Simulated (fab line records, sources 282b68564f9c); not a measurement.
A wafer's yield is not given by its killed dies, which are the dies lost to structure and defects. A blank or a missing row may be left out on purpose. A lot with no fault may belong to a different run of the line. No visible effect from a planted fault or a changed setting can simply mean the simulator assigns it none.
Split-lot experiment ; flow rit_cmos ; on a route of 202 steps: 5 lots, 23 wafers read

## THE SPLIT
At RIT_M1_DEVELOP_08 (develop time 68 s), the setting develop_time_s was moved away from the recipe's 68 s on 5 of the 23 wafers read, by -14.9% to +13.7%. This setting was run at the recipe's value on the other wafers.

The file shows no step between the split and the reading.

## THE READING
Shown in nm: cd_nm at RIT_M1_CD_MEAS_09, with target cd 2600 nm. On this fab line, fault-free wafers typically give 2600.8 nm with a standard deviation of 2.1 nm.

wafer;tool, chamber at the split;develop_time_s as run, s;against the recipe;cd_nm, nm;against lot-mates on the recipe
L074.1;litho_track-01, 0;68;recipe;2599.1;-
L074.2;litho_track-01, 0;68;recipe;2598.3;-
L074.3;litho_track-01, 0;68;recipe;2596.4;-
L074.4;litho_track-01, 0;68;recipe;2597.4;-
L074.5;litho_track-01, 0;68;recipe;2597.4;-
L079.1;litho_track-02, 0;68;recipe;2600.0;-
L079.2;litho_track-02, 0;68;recipe;2597.7;-
L079.3;litho_track-02, 0;77.31;+13.7%;2589.0;-10.1
L079.4;litho_track-02, 0;68;recipe;2599.6;-
L079.5;litho_track-02, 0;77.31;+13.7%;2591.5;-7.6
L081.1;litho_track-01, 0;68;recipe;2600.2;-
L081.5;litho_track-01, 0;68;recipe;2600.0;-
L081.6;litho_track-01, 0;68;recipe;2598.7;-
L082.1;litho_track-01, 0;68;recipe;2601.7;-
L082.2;litho_track-01, 0;68;recipe;2600.3;-
L082.3;litho_track-01, 0;68;recipe;2599.8;-
L082.4;litho_track-01, 0;68;recipe;2602.8;-
L082.6;litho_track-01, 0;68;recipe;2602.4;-
L085.1;litho_track-02, 0;68;recipe;2599.4;-
L085.2;litho_track-02, 0;57.86;-14.9%;2613.4;+13.3
L085.3;litho_track-02, 0;57.86;-14.9%;2614.0;+13.9
L085.5;litho_track-02, 0;68;recipe;2600.8;-
L085.6;litho_track-02, 0;57.86;-14.9%;2613.8;+13.7

THE FIT
A straight line over all 23 wafers: cd_nm changes by -0.847 nm for each +1% of develop_time_s; r = -0.96; the points scatter about the line by 1.8 nm.
The same after taking each lot's own level away (the mean of its wafers on the recipe; 23 wafers): -0.811 nm for each +1%; r = -0.98; scatter 1.3 nm.
That fit puts the effect of the largest move of develop_time_s on the reading at 12 nm.
Measured against the standard deviation above, the lots' own levels, which go from 2597.72 to 2601.40 nm, span 1.8 times it.
Hence the lot-to-lot level has little effect on the slope; both slopes agree.
Check: with one of the wafers moved furthest among these (-14.9%) left out of the fit, the line predicts +12.2 nm for it against its lot-mates. Against them it came out at +13.3 nm.

## FURTHER SPLITS ON THESE WAFERS
These wafers also went through other splits before the reading. Each is held against what the fit with the lots' levels taken away leaves over:
other split on the same wafers;wafers away from the commonest value;r with cd_nm (lot level and that fit taken away)
RIT_ACTIVE_CVD_03 time_s;18;+0.24
RIT_ACTIVE_ETCH_13 rf_w;8;+0.29
RIT_FOX2_CLEAN_02 time_s;10;+0.24
RIT_NWELL_IMPLANT_08 energy_kev;8;-0.37
RIT_NRETRO_COAT_01 spin_rpm;7;+0.10
RIT_PRETRO_SOFTBAKE_02 temp_c;10;-0.14
RIT_GATE_EXPOSE_13 dose_mj;7;-0.04
RIT_NLDD_IMPLANT_08 energy_kev;9;+0.05
RIT_PLDD_SOFTBAKE_02 temp_c;8;+0.30
RIT_NSD_COAT_01 resist_thk_nm;7;-0.14
RIT_NSD_HARDBAKE_07 temp_c;11;+0.00
RIT_CONTACT_COAT_03 spin_rpm;6;+0.04

## THE FILE'S OWN FIT
cd_nm changes by -0.792 nm for each +1% of develop_time_s, r = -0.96.
